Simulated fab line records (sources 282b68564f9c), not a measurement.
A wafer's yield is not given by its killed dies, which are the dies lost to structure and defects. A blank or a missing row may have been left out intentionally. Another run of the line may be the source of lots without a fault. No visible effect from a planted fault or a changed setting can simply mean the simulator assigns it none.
Comparing a struck lot with a sound one | flow ritCmos | 27 steps out of a route of 202
Sound: these wafers, L363.1, L363.5, L363.6. Struck: wafer L376.2 (left out: L376.1, L376.4 of the same lot, which were not struck); the cause appears at the end.
For every step that has rows: the tool of each side, followed by ch and its chambers, followed by its first start. Under that, the readings that differ: sound wafers | struck wafers | difference of the means | sigmas: that difference in standard deviations of wafers without a fault.
alike: same words and numbers on both sides, and readings whose means sit less than 2 such deviations apart. not compared: any withheld reading, any reading some wafer has no value for, any bound like >300 that may hide the same value, and any number with overlapping values for which the record gives no deviation.
The two part at a step that has a row with sigmas, a row that says differs or no value, or rows on one side only. When numbers do not overlap yet have no deviation, they are printed without sigmas and do not part them. Lack of a reading on every wafer of one side parts them only where that side has two or more wafers.

first, 4 steps without rows for these wafers: RIT_CONTACT_SOFTBAKE_04 (time 60 s); RIT_CONTACT_EXPOSE_05 (exposes mask M11, target cd 1000 nm); RIT_CONTACT_PEB_06; RIT_CONTACT_DEVELOP_07 (develop time 120 s).
RIT_CONTACT_CD_MEAS_08: the cd target is 1000 nm.
  sound on cdSem-01 at day 3 14:57; struck on cdSem-02 at day 6 02:16
  alike: cdNm
RIT_CONTACT_OVL_MEAS_09:
  sound on overlay-01 at day 3 15:04; struck on overlay-02 at day 6 02:23
reading          | sound          | struck | difference | sigmas
CONTACT_OVL (nm) | -1.4 -4.9 -3.1 | 1.6    | +4.7       | +3
then, 1 step without rows for these wafers: RIT_CONTACT_HARDBAKE_10 (time 60 s).
RIT_CONTACT_ETCH_11: etches SiO2 in CHF3/CF4/Ar, stops on TiSi2, target depth 480 nm, time 320 s.
  sound on rieDiel-02 ch 1,3, day 3 15:16; struck on rieDiel-04 ch 2, day 6 02:34
  alike: drypumpMotorCurrentA, mfcArSccm, oesProductAu, throttleValvePct
  not compared: rfHoursCounterH
RIT_CONTACT_STRIP_12: strips in O2, time 180 s.
  sound on plasmaAsher-01 ch 0,1, day 3 15:27; struck on plasmaAsher-02 ch 1, day 6 02:46
reading                  | sound       | struck | difference | sigmas
drypumpMotorCurrentA (A) | 5.6 5.9 5.6 | 4.9    | -0.8       | -2
  not compared: rfHoursCounterH
RIT_CONTACT_CD_MEAS_90: the cd target is 1000 nm.
  sound on cdSem-01 at day 3 15:38; struck on cdSem-02 at day 6 02:56
  alike: cdNm
then, 2 steps without rows for these wafers: RIT_CONTACT_CLEAN_13 (cleans in SC1, time 600 s); RIT_CONTACT_CLEAN_14 (cleans in SC2, time 600 s).
RIT_M1_SPUTTER_00: material Al, target thk 400 nm, time 500 s.
  sound on pvdSputter-03 at day 3 16:07; struck on pvdSputter-03 at day 6 03:25
reading                              | sound             | struck | difference | sigmas
substrateTempC (C)                   | 25.10 24.91 24.89 | 25.34  | +0.37      | +3
model.Al_of_M1_SPUTTER_00.thkNm (nm) | 391.5 390.2 392.9 | 660.9  | +269.4     | 
  alike: cathodeDcPowerW, throttleValvePct
RIT_M1_RS_MEAS_01: measures by four-point-probe.
  sound on filmMetro-04 at day 3 16:25; struck on filmMetro-04 at day 6 03:45
reading           | sound                | struck | difference | sigmas
M1_AL_RS (ohm/sq) | 0.0750 0.0752 0.0748 | 0.0441 | -0.0309    | -42
RIT_M1_THK_MEAS_02: measures by xrf.
  sound on filmMetro-04 at day 3 16:32; struck on filmMetro-04 at day 6 03:52
reading        | sound       | struck | difference | sigmas
M1_AL_THK (nm) | 393 395 396 | 670    | +275       | +63
then, 6 steps without rows for these wafers: RIT_M1_HMDS_03 (prime time 60 s); RIT_M1_COAT_04 (resist thk 1300 nm); RIT_M1_SOFTBAKE_05 (time 60 s); RIT_M1_EXPOSE_06 (exposes mask M12, target cd 2600 nm); RIT_M1_PEB_07; RIT_M1_DEVELOP_08 (develop time 68 s).
RIT_M1_CD_MEAS_09: the cd target is 2600 nm.
  sound on cdSem-02 at day 3 17:28; struck on cdSem-02 at day 6 04:49
  alike: cdNm
RIT_M1_OVL_MEAS_10:
  sound on overlay-01 at day 3 17:35; struck on overlay-01 at day 6 04:56
reading     | sound       | struck | difference | sigmas
M1_OVL (nm) | 2.2 3.9 3.6 | -0.6   | -3.8       | -3
then, 1 step without rows for these wafers: RIT_M1_HARDBAKE_11 (time 120 s).
RIT_M1_METAL_ETCH_12: etches Al in Cl2/BCl3, stops on SiO2, time 165 s, target depth 600 nm.
  sound on rieMetal-04 ch 0,1, day 3 17:52; struck on rieMetal-02 ch 0, day 6 05:13
reading                  | sound             | struck | difference | sigmas
drypumpMotorCurrentA (A) | 5.9 6.0 6.1       | 4.8    | -1.2       | -2
oesProductAu (a.u.)      | 0.779 0.789 0.781 | 0.997  | +0.214     | +23
  alike: throttleValvePct
  not compared: rfHoursCounterH
then, 1 step without rows for these wafers: RIT_M1_STRIP_13 (strips in nmp, time 600 s).
RIT_M1_PROBE_99:
  sound on prober-02 at day 3 20:50; struck on prober-02 at day 6 07:31
reading                               | sound              | struck | difference | sigmas
defectLimitedYield (%)                | 97.0 97.3 96.2     | 0      | -97        | -81
killed_at_M0_to_M3                    | 0 0 0              | 257    | +257       | +99 or more
killedDies                            | 8 7 10             | 264    | +256       | +82
killedOnRim                           | 0 2 0              | 70     | +69        | +46
sort_bin_3_pad_short (%)              | 0 0 0              | 0.4    | +0.4       | +2
sort_bin_5_function (%)               | 0.8 1.9 2.3        | 99.2   | +97.5      | +99 or more
sortNPass                             | 256 257 254        | 0      | -256       | -82
sortYieldPct (%)                      | 97.0 97.3 96.2     | 0      | -97        | -81
model.etest.tester.sortNPass          | 256 257 254        | 0      | -256       | 
model.etest.tester.sort_bin_5_pct (%) | 0.7576 1.894 2.273 | 99.24  | +97.60     | 
model.etest.tester.sortYieldPct (%)   | 96.97 97.35 96.21  | 0      | -97        | 
model.etest.pldd.short                | 0 0 0              | 1      | +1         | 
model.etest.contactPplus.short        | 0 0 0              | 1      | +1         | 
model.etest.pmos_0p3.short            | 0 0 0              | 1      | +1         | 
model.etest.diodeNplusComb.overLimit  | 0 0 0              | 1      | +1         | 
model.etest.fieldP.short              | 0 0 0              | 1      | +1         | 
  alike: killedAtContacts, killedAtFrontEnd, killedOpen, killedShort, sort_bin_6_memory

## WHERE THEY PART
First at RIT_CONTACT_OVL_MEAS_09; last, within this record, at RIT_M1_PROBE_99.

WHY: the cause the simulator had injected
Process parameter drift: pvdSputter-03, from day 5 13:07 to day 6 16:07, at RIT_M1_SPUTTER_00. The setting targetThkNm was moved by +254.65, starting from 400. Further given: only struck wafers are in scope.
